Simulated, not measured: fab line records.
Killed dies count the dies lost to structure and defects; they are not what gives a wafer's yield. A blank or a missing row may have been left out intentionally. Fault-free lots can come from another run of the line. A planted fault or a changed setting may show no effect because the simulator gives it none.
2 desks looking at one fault || flow berkeley-cmos170 || every desk sees just its own numbers, and what lay behind them comes last

== AT THE METROLOGY DESK ==
What the gauges read for every lot (on any tool): the sampled wafers with a number, averaged. A lot is out of limits, marked OUT, if its mean lies more than 4 standard deviations from the usual mean; the brackets give that distance.
Columns: A = SPACER_TEOS_THK at UCB170_SPACER_THK_MEAS_01, usual 374 nm
{"lot": "L714", "first seen here": "day 7 08:51", "A": 376}
{"lot": "L717", "first seen here": "day 7 14:10", "A": 373}
{"lot": "L718", "first seen here": "day 8 12:26", "A": 375}
{"lot": "L720", "first seen here": "day 8 12:28", "A": 372}
{"lot": "L721", "first seen here": "day 8 20:37", "A": 378}
{"lot": "L725", "first seen here": "day 8 23:15", "A": 376}
{"lot": "L726", "first seen here": "day 9 00:17", "A": 357}
{"lot": "L722", "first seen here": "day 9 00:32", "A": 376}
{"lot": "L727", "first seen here": "day 10 05:44", "A": 354}
{"lot": "L728", "first seen here": "day 10 05:57", "A": 369}
{"lot": "L730", "first seen here": "day 10 19:23", "A": 373}
{"lot": "L731", "first seen here": "day 10 20:11", "A": 367}
{"lot": "L734", "first seen here": "day 11 10:35", "A": 373}
{"lot": "L736", "first seen here": "day 11 14:27", "A": 378}
This desk's finding: nothing out of limits on any of the 14 lots.

== TOOL OWNER'S DESK, pecvd-01 ==
The tool's own readings at UCB170_SPACER_CVD_00 (deposits SiO2 from TEOS/O2, target thk 376 nm, time 47 s): means of the sampled wafers that have a number, for each lot that ran on this tool. A lot is out of limits, marked OUT, if its mean lies more than 4 standard deviations from the usual mean; the brackets give that distance.
Columns: A = heater-power-w at UCB170_SPACER_CVD_00, usual 276 W; B = pressure-mtorr at UCB170_SPACER_CVD_00, usual 9000 mTorr; C = susceptor-temp-C at UCB170_SPACER_CVD_00, usual 390.00 C
{"lot": "L717", "first seen here": "day 7 14:06", "A": 254, "B": 9008, "C": 390.05}
{"lot": "L721", "first seen here": "day 8 20:33", "A": 225, "B": 9006, "C": 390.18}
{"lot": "L726", "first seen here": "day 9 00:11", "A": 281, "B": 8985, "C": 389.78}
{"lot": "L727", "first seen here": "day 10 05:40", "A": 260, "B": 8996, "C": 389.88}
This desk's finding: nothing out of limits on any of the 4 lots.

== PUT TOGETHER ==
Metrology desk: nothing out of limits seen.
The desk of the tool owner found nothing out of limits.

== WHAT THE SIMULATOR PUT IN ==
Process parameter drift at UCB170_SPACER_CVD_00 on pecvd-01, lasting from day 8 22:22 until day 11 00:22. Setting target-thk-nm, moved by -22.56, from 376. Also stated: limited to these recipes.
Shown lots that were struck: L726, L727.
